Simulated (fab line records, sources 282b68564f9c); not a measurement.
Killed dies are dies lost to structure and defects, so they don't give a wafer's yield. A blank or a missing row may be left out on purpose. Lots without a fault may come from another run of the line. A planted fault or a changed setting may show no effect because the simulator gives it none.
Which tool did it? | flow rit_cmos | 15 lots, 45 wafers sampled, at 2 steps of a route of 202

WHAT THE GAUGES READ, wafer by wafer
The record holds no reading of a measuring or inspecting step that can be judged against a usual standard deviation.

WHICH TOOL RAN EACH LOT (tool, then ch and the chambers of the sampled wafers, then the start)
lot  | RIT_NRETRO_COAT_01               | RIT_M1_PROBE_99
L212 | litho_track-04 ch 0, day 2 08:23 | -
L213 | litho_track-02 ch 0, day 2 13:50 | -
L215 | litho_track-02 ch 0, day 2 23:32 | -
L219 | litho_track-02 ch 0, day 4 02:08 | -
L220 | litho_track-02 ch 0, day 4 04:59 | prober-01, day 5 13:20
L221 | litho_track-04 ch 0, day 4 10:19 | -
L222 | litho_track-02 ch 0, day 4 14:36 | -
L225 | litho_track-04 ch 0, day 5 04:18 | prober-02, day 6 14:08
L226 | litho_track-01 ch 0, day 5 07:05 | prober-01, day 6 12:35
L227 | litho_track-01 ch 0, day 5 12:14 | -
L228 | litho_track-04 ch 0, day 5 18:15 | -
L230 | litho_track-01 ch 0, day 6 00:56 | -
L231 | litho_track-04 ch 0, day 6 06:28 | -
L233 | litho_track-01 ch 0, day 6 17:11 | -
L234 | litho_track-04 ch 0, day 6 22:32 | -
- RIT_NRETRO_COAT_01: resist thk 1300 nm.
- RIT_M1_PROBE_99

WHAT THE TOOLS THEMSELVES READ (means of the sampled wafers that have a number; where no wafer has one, the mark that the record gives instead)
RIT_NRETRO_COAT_01.
lot  | tool           | spin_speed_rpm (rpm)
L212 | litho_track-04 | 2001.0
L213 | litho_track-02 | 1999.7
L215 | litho_track-02 | 2000.7
L219 | litho_track-02 | 1847.5
L220 | litho_track-02 | 1851.8
L221 | litho_track-04 | 2000.2
L222 | litho_track-02 | 1848.0
L225 | litho_track-04 | 1999.7
L226 | litho_track-01 | 2000.9
L227 | litho_track-01 | 1998.6
L228 | litho_track-04 | 2000.3
L230 | litho_track-01 | 1999.2
L231 | litho_track-04 | 1999.6
L233 | litho_track-01 | 2000.4
L234 | litho_track-04 | 2001.4

RIT_M1_PROBE_99.
lot  | tool      | killed_at_M0_to_M3 | killed_at_contacts | killed_at_front_end | killed_dies | killed_open | killed_short
L220 | prober-01 | 0.0                | 0.0                | 5.7                 | 5.7         | 2.7         | 3.0
L225 | prober-02 | 0.0                | 0.0                | 9.7                 | 9.7         | 4.3         | 5.3
L226 | prober-01 | 0.0                | 0.0                | 9.3                 | 9.3         | 5.7         | 3.7

THE ANSWER, worked out from the rows above alone
Rule: what is usual is taken from the lots themselves. Put in order of their means at a reading, lots are off if they are a third of the lots or fewer, leave a main group of 4 or more, and stand apart from it by a gap of 3 or more times the standard deviation of the main group's means; of several such gaps the widest counts. A main group whose means are all the same, to the digits that the tables above print for the reading, isn't used. A lot without any number at a reading at which 4 lots or more have one is off too. The other lots that the step has rows for count as sound. The gauges are gone through in route order, then the tools' own readings, and for those a lot's mean is taken as printed above. The first step at which some lot is off is used, and at that step the reading that is off furthest; a lot without a number counts as furthest.
Off: L219, L220, L222, at RIT_NRETRO_COAT_01 (spin_speed_rpm). The main group: mean 2000.1 rpm, standard deviation 0.78.
A tool fits if, at that step or a process step before it, it ran every lot that is off, and no sound lot after the first of them. One fits: litho_track-02 at RIT_NRETRO_COAT_01. Its last sound lot is L215 (day 2 23:32), its first lot that is off L219 (day 4 02:08): a fault that began between those two fits.
The tool's own readings at RIT_NRETRO_COAT_01 bear it out: on the lots that are off they differ by more than 5 times the standard deviation of the sound lots' means. spin_speed_rpm reads 1849.1 rpm there against 2000.1 rpm on the sound lots.

WHAT THE SIMULATOR HAD PUT IN
Process parameter drift: litho_track-02, from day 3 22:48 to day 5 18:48, at RIT_NRETRO_COAT_01. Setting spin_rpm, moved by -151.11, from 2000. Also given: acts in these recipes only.
Lots struck among those shown: L219, L220, L222. The rule above found the same.
